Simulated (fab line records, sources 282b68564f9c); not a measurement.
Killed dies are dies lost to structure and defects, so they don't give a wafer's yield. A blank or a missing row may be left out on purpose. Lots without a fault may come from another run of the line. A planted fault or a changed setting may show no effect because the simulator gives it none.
Split-lot experiment | flow rit_cmos | 5 lots, 23 wafers read, on a route of 202 steps

THE SPLIT
At RIT_CONTACT_EXPOSE_05 (exposes mask M11, target cd 1000 nm), the setting dose_mj was moved away from the recipe's 250 on 5 of the 23 wafers read, by -6.7% to -5.3%. The other wafers ran this setting at the recipe's value.

FROM THE SPLIT TO THE READING: what the file shows between them, 6 steps
- RIT_CONTACT_PEB_06
- RIT_CONTACT_DEVELOP_07: develop time 122.4 s
- RIT_CONTACT_CD_MEAS_08: target cd 1000 nm
- RIT_CONTACT_HARDBAKE_10: time 60 s
- RIT_CONTACT_ETCH_11: etches SiO2 in CHF3/CF4/Ar, stops on TiSi2, target depth 480 nm, time 320 s
- RIT_CONTACT_STRIP_12: strips in O2, time 180 s

THE READING
cd_nm, in nm, at RIT_CONTACT_CD_MEAS_90 (target cd 1000 nm). Fault-free wafers of this fab line usually give 999.7 nm, standard deviation 2.7 nm.

wafer  | tool, chamber at the split | dose_mj as run | against the recipe | cd_nm, nm | against lot-mates on the recipe
L075.1 | iline_stepper-02, 0        | 236.7          | -5.3%              | 984.8     | -16.4
L075.2 | iline_stepper-02, 0        | 250            | recipe             | 1001.0    | -
L075.4 | iline_stepper-02, 0        | 250            | recipe             | 1001.4    | -
L075.5 | iline_stepper-02, 0        | 236.7          | -5.3%              | 984.6     | -16.6
L075.6 | iline_stepper-02, 0        | 236.7          | -5.3%              | 986.1     | -15.1
L076.2 | iline_stepper-02, 0        | 250            | recipe             | 999.2     | -
L076.3 | iline_stepper-02, 0        | 250            | recipe             | 999.8     | -
L076.4 | iline_stepper-02, 0        | 250            | recipe             | 998.6     | -
L076.5 | iline_stepper-02, 0        | 250            | recipe             | 1000.6    | -
L076.6 | iline_stepper-02, 0        | 250            | recipe             | 998.6     | -
L077.1 | iline_stepper-01, 0        | 250            | recipe             | 995.7     | -
L077.2 | iline_stepper-01, 0        | 233.2          | -6.7%              | 975.4     | -21.5
L077.3 | iline_stepper-01, 0        | 250            | recipe             | 996.7     | -
L077.4 | iline_stepper-01, 0        | 250            | recipe             | 998.2     | -
L077.5 | iline_stepper-01, 0        | 233.2          | -6.7%              | 977.6     | -19.3
L079.2 | iline_stepper-02, 0        | 250            | recipe             | 1000.6    | -
L079.4 | iline_stepper-02, 0        | 250            | recipe             | 999.4     | -
L079.5 | iline_stepper-02, 0        | 250            | recipe             | 1000.1    | -
L083.1 | iline_stepper-01, 0        | 250            | recipe             | 1000.5    | -
L083.2 | iline_stepper-01, 0        | 250            | recipe             | 1000.1    | -
L083.3 | iline_stepper-01, 0        | 250            | recipe             | 1001.1    | -
L083.4 | iline_stepper-01, 0        | 250            | recipe             | 999.8     | -
L083.6 | iline_stepper-01, 0        | 250            | recipe             | 1000.0    | -

THE FIT
A straight line over all 23 wafers: cd_nm changes by +3.08 nm for each +1% of dose_mj; r = +0.98; the points scatter about the line by 1.8 nm.
The same after taking each lot's own level away (the mean of its wafers on the recipe; 23 wafers): +3.02 nm for each +1%; r = +1.00; scatter 0.75 nm.
On that fit, the largest move of dose_mj shifts the reading by 20 nm.
The lots' own levels span 996.87 to 1001.20 nm, that is 1.6 times the standard deviation above.
So the lot-to-lot level changes the slope little: the two slopes agree.
Check: with one of the wafers moved furthest among these (-6.7%) left out of the fit, the line predicts -19.9 nm for it against its lot-mates. It came out at -21.5 nm against them.

OTHER SPLITS ON THESE WAFERS
These wafers also went through other splits before the reading. Each is held against what the fit with the lots' levels taken away leaves over:
other split on the same wafers      | wafers away from the commonest value | r with cd_nm (lot level and that fit taken away)
RIT_NLDD_IMPLANT_08 dose_cm2        | 10                                   | +0.26
RIT_PLDD_COAT_01 resist_thk_nm      | 7                                    | +0.24
RIT_SPACER_CVD_03 sih2cl2_flow_sccm | 18                                   | -0.01
RIT_SDANNEAL_CLEAN_02 time_s        | 5                                    | +0.00

THE WHOLE CHAIN: every reading that the file lists as answering this split, in the file's order
step                   | what it does         | reading                                                        | change (the file's fit)              | r (the file's)
RIT_CONTACT_DEVELOP_07 | develop time 122.4 s | CONTACT.cd_nm (the simulator's own value, which no gauge read) | +3.04 nm for each +1% of the setting | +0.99
RIT_CONTACT_CD_MEAS_08 | target cd 1000 nm    | cd_nm                                                          | +3.05 nm for each +1% of the setting | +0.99
RIT_CONTACT_CD_MEAS_90 | target cd 1000 nm    | cd_nm                                                          | +3.03 nm for each +1% of the setting | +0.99

THE FILE'S OWN FIT
cd_nm changes by +3.03 nm for each +1% of dose_mj, r = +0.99.
